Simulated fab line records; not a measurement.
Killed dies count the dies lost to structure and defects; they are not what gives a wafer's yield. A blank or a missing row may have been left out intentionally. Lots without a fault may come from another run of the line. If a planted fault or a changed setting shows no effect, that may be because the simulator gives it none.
Which of the tools did it?	flow berkeley cmos170	42 wafers from 14 lots sampled at 2 of the route's 331 steps

WHAT THE GAUGES READ, wafer by wafer
UCB170_V1_CD_MEAS_12: target cd 700 nm.
lot	measured	on	cd nm (nm)
L454	day 8 22:37	cd sem-02	698.8 699.7 698.2
L453	day 9 02:45	cd sem-01	698.5 698.7 698.7
L455	day 9 08:31	cd sem-02	699.5 699.6 699.8
L456	day 9 10:24	cd sem-01	700.3 700.8 701.2
L458	day 9 23:04	cd sem-01	701.7 700.6 701.4
L457	day 9 23:54	cd sem-02	701.0 700.8 700.1
L461	day 10 01:34	cd sem-01	696.8 697.4 696.9
L462	day 10 10:44	cd sem-02	697.7 699.1 699.1
L463	day 10 12:30	cd sem-02	700.0 701.1 701.1
L468	day 12 04:00	cd sem-01	698.6 698.4 698.6
L469	day 12 04:24	cd sem-01	711.4 711.1 710.8 711.4 711.2 710.7
L467	day 12 05:49	cd sem-02	698.7 699.6 699.7
L472	day 12 09:08	cd sem-02	698.7 699.2 699.1
L471	day 12 12:19	cd sem-01	707.1 706.2 706.9 706.8 706.3 706.7

TOOL THAT RAN EACH LOT (tool first, then ch and the chambers of the sampled wafers, then the start)
lot	UCB170_V1_PEB_10
L454	litho track-04 ch 0, day 8 22:20
L453	litho track-03 ch 0, day 9 02:29
L455	litho track-03 ch 0, day 9 08:14
L456	litho track-02 ch 0, day 9 10:08
L458	litho track-02 ch 0, day 9 22:47
L457	litho track-04 ch 0, day 9 23:38
L461	litho track-02 ch 0, day 10 01:17
L462	litho track-02 ch 0, day 10 10:28
L463	litho track-04 ch 0, day 10 12:14
L468	litho track-03 ch 0, day 12 03:44
L469	litho track-02 ch 0, day 12 04:07
L467	litho track-03 ch 0, day 12 05:34
L472	litho track-04 ch 0, day 12 08:51
L471	litho track-02 ch 0, day 12 12:01
- UCB170_V1_PEB_10

AS READ BY THE TOOLS THEMSELVES (means over the sampled wafers that have a number; for cases with no such wafer, the mark the record gives instead)
UCB170_V1_PEB_10.
lot	tool	heater power total W (W)	plate temp C (C)
L454	litho track-04	56.81	130.08
L453	litho track-03	56.80	130.06
L455	litho track-03	56.75	130.18
L456	litho track-02	56.83	130.09
L458	litho track-02	56.76	129.91
L457	litho track-04	56.79	129.91
L461	litho track-02	56.83	129.98
L462	litho track-02	56.77	130.09
L463	litho track-04	56.76	129.92
L468	litho track-03	56.82	130.04
L469	litho track-02	57.92	132.13
L467	litho track-03	56.83	130.10
L472	litho track-04	56.79	129.96
L471	litho track-02	57.88	132.04

THE ANSWER, worked out from the rows above alone
Rule: the lots themselves supply what counts as usual. The widest of any qualifying gaps counts: lots, ordered by their means at a reading, are off when they make up no more than a third of the lots, leave a main group of 4 or more, and stand apart from it by 3 or more times the standard deviation of that group's means. Not used: any main group whose means are identical at the precision the tables above print for the reading. Also off: a lot with no number at a reading for which 4 or more lots have one. Where the step has rows for the other lots, those lots are counted as sound. After the gauges, taken in route order, come the tools' own readings; for these a lot's mean is taken, as printed above. At the first step where some lot is off, the reading lying furthest off is the one used; lots without a number count as furthest.
Off: L469, L471, at UCB170_V1_CD_MEAS_12 (cd nm). The main group: mean 699.4 nm, standard deviation 1.2.
If a tool, at a process step before that reading, ran all the lots that are off and no sound lot after the first of them, it fits. The gauges at UCB170_V1_CD_MEAS_12 aren't tried: what is off there is off at UCB170_V1_PEB_10 too, on other tools, and a gauge's error can't cause that. One fits: litho track-02 at UCB170_V1_PEB_10. Its last sound lot is L462 (day 10 10:28), its first lot that is off L469 (day 12 04:07): a fault that began between those two fits.
The tool's own readings at UCB170_V1_PEB_10 bear it out: on the lots that are off they differ by more than 5 times the standard deviation of the sound lots' means. heater power total W reads 57.90 W there against 56.80 W on the sound lots; plate temp C reads 132.08 C there against 130.03 C on the sound lots.

WHAT HAD BEEN PUT IN BY THE SIMULATOR
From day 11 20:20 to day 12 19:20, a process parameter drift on litho track-02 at UCB170_V1_PEB_10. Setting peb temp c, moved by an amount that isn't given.
Lots struck among those shown: L469, L471. This agrees with what the rule above found.
